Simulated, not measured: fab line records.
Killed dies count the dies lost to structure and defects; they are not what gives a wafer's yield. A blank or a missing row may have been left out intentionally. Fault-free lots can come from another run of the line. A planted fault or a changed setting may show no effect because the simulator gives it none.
Which tool was responsible? + flow berkeley_cmos170 + 14 lots with 42 wafers sampled at 4 steps, on a route of 331 steps

== WHAT EACH GAUGE READ, for each wafer ==
UCB170_V2_THK_MEAS_01.
| lot  | measured     | on            | V2_TEOS_THK (nm) |
|------|--------------|---------------|------------------|
| L916 | day 8 14:01  | film_metro-01 | 1980 1989 2025   |
| L918 | day 9 01:57  | film_metro-01 | 1994 1962 2040   |
| L917 | day 9 03:09  | film_metro-02 | 1971 2032 2017   |
| L921 | day 9 11:45  | film_metro-02 | 1957 2007 2024   |
| L919 | day 9 12:58  | film_metro-02 | 1981 1970 2021   |
| L920 | day 9 14:16  | film_metro-01 | 2013 2013 2014   |
| L923 | day 10 14:43 | film_metro-03 | 1975 1965 2000   |
| L926 | day 11 14:30 | film_metro-03 | 2028 2071 2029   |
| L924 | day 11 14:08 | film_metro-02 | 2006 2029 2050   |
| L927 | day 11 14:54 | film_metro-01 | 1998 1967 2027   |
| L925 | day 11 15:29 | film_metro-01 | 1986 2052 1985   |
| L931 | day 11 15:42 | film_metro-01 | 2005 2059 2030   |
| L933 | day 12 08:09 | film_metro-01 | 1995 2027 2034   |
| L939 | day 13 08:50 | film_metro-01 | 1988 2013 2077   |

UCB170_V2_CD_MEAS_12: target cd 700 nm.
| lot  | measured     | on        | cd_nm (nm)        |
|------|--------------|-----------|-------------------|
| L916 | day 8 15:58  | cd_sem-02 | 701.5 702.1 700.1 |
| L918 | day 9 03:34  | cd_sem-02 | 700.7 701.1 700.5 |
| L917 | day 9 06:37  | cd_sem-01 | 699.8 701.0 700.4 |
| L921 | day 9 13:26  | cd_sem-02 | 699.3 699.5 699.0 |
| L919 | day 9 14:32  | cd_sem-02 | 699.0 699.5 699.5 |
| L920 | day 9 16:31  | cd_sem-02 | 698.5 698.6 699.0 |
| L923 | day 10 16:26 | cd_sem-01 | 697.5 698.2 697.1 |
| L926 | day 11 16:36 | cd_sem-02 | 700.8 702.1 702.0 |
| L924 | day 11 16:03 | cd_sem-01 | 700.1 700.6 700.0 |
| L927 | day 11 17:04 | cd_sem-01 | 701.3 701.5 701.4 |
| L925 | day 11 17:28 | cd_sem-02 | 702.1 700.4 701.2 |
| L931 | day 11 17:41 | cd_sem-02 | 701.1 700.8 702.8 |
| L933 | day 12 09:53 | cd_sem-01 | 699.1 699.1 698.4 |
| L939 | day 13 10:24 | cd_sem-01 | 697.8 699.9 699.8 |

== TOOL THAT RAN EACH LOT (tool first, then ch and the chambers of the sampled wafers, then the start) ==
| lot  | UCB170_M1_SPUTTER_00         | UCB170_M2_STRIP_19                   |
|------|------------------------------|--------------------------------------|
| L916 | pvd_sputter-01, day 8 02:44  | plasma_asher-04 ch 0,1, day 8 13:37  |
| L918 | pvd_sputter-01, day 8 17:13  | plasma_asher-04 ch 0,1, day 9 01:34  |
| L917 | pvd_sputter-02, day 8 18:04  | plasma_asher-02 ch 0,1, day 9 02:46  |
| L921 | pvd_sputter-03, day 9 01:37  | plasma_asher-04 ch 0,1, day 9 11:22  |
| L919 | pvd_sputter-01, day 9 02:01  | plasma_asher-01 ch 0,1, day 9 12:36  |
| L920 | pvd_sputter-02, day 9 03:44  | plasma_asher-01 ch 0,1, day 9 13:53  |
| L923 | pvd_sputter-01, day 10 03:55 | plasma_asher-04 ch 1, day 10 14:20   |
| L926 | pvd_sputter-01, day 10 22:46 | plasma_asher-02 ch 0,1, day 11 14:07 |
| L924 | pvd_sputter-02, day 11 00:10 | plasma_asher-02 ch 0,1, day 11 13:41 |
| L927 | pvd_sputter-03, day 11 01:08 | plasma_asher-01 ch 0,1, day 11 14:31 |
| L925 | pvd_sputter-02, day 11 01:58 | plasma_asher-02 ch 0,1, day 11 15:03 |
| L931 | pvd_sputter-03, day 11 02:07 | plasma_asher-04 ch 0,1, day 11 15:19 |
| L933 | pvd_sputter-03, day 11 21:04 | plasma_asher-04 ch 0,1, day 12 07:47 |
| L939 | pvd_sputter-02, day 12 22:36 | plasma_asher-02 ch 0,1, day 13 08:27 |
- UCB170_M1_SPUTTER_00: material Al, target thk 600 nm, time 80 s.
- UCB170_M2_STRIP_19: strips in O2.

== AS READ BY THE TOOLS THEMSELVES (means over the sampled wafers that have a number; for cases with no such wafer, the mark the record gives instead) ==
UCB170_M1_SPUTTER_00.
| lot  | tool           | throttle_valve_pct (%) |
|------|----------------|------------------------|
| L916 | pvd_sputter-01 | 28.7                   |
| L918 | pvd_sputter-01 | 28.8                   |
| L917 | pvd_sputter-02 | 30.8                   |
| L921 | pvd_sputter-03 | 30.4                   |
| L919 | pvd_sputter-01 | 28.6                   |
| L920 | pvd_sputter-02 | 30.8                   |
| L923 | pvd_sputter-01 | 28.4                   |
| L926 | pvd_sputter-01 | 28.6                   |
| L924 | pvd_sputter-02 | 30.8                   |
| L927 | pvd_sputter-03 | 30.5                   |
| L925 | pvd_sputter-02 | 30.0                   |
| L931 | pvd_sputter-03 | 30.5                   |
| L933 | pvd_sputter-03 | 30.8                   |
| L939 | pvd_sputter-02 | 29.9                   |

UCB170_M2_STRIP_19.
| lot  | tool            | drypump_motor_current_A (A) | oes_product_au (a.u.) |
|------|-----------------|-----------------------------|-----------------------|
| L916 | plasma_asher-04 | 5.8                         | 0.556                 |
| L918 | plasma_asher-04 | 5.7                         | 0.530                 |
| L917 | plasma_asher-02 | 6.0                         | 0.564                 |
| L921 | plasma_asher-04 | 5.7                         | 0.532                 |
| L919 | plasma_asher-01 | 5.7                         | 0.542                 |
| L920 | plasma_asher-01 | 5.7                         | 0.561                 |
| L923 | plasma_asher-04 | 5.6                         | 0.541                 |
| L926 | plasma_asher-02 | 6.0                         | 0.548                 |
| L924 | plasma_asher-02 | 6.0                         | 0.514                 |
| L927 | plasma_asher-01 | 5.7                         | 0.550                 |
| L925 | plasma_asher-02 | 6.0                         | 0.546                 |
| L931 | plasma_asher-04 | 5.7                         | 0.518                 |
| L933 | plasma_asher-04 | 5.7                         | 0.531                 |
| L939 | plasma_asher-02 | 6.3                         | 0.525                 |

== THE ANSWER, worked out from the rows above alone ==
Rule: the lots themselves supply what counts as usual. The widest of any qualifying gaps counts: lots, ordered by their means at a reading, are off when they make up no more than a third of the lots, leave a main group of 4 or more, and stand apart from it by 3 or more times the standard deviation of that group's means. The tables above print the reading to a certain number of digits; a main group whose means all agree to those digits is not used. A lot without any number at a reading at which 4 lots or more have one is off too. Where the step has rows for the other lots, those lots are counted as sound. After the gauges, taken in route order, come the tools' own readings; for these a lot's mean is taken, as printed above. The first step at which some lot is off is used, and at that step the reading that is off furthest; a lot without a number counts as furthest.
No lot is off at any reading shown: from this, nothing can be told.

== WHAT HAD BEEN PUT IN BY THE SIMULATOR ==
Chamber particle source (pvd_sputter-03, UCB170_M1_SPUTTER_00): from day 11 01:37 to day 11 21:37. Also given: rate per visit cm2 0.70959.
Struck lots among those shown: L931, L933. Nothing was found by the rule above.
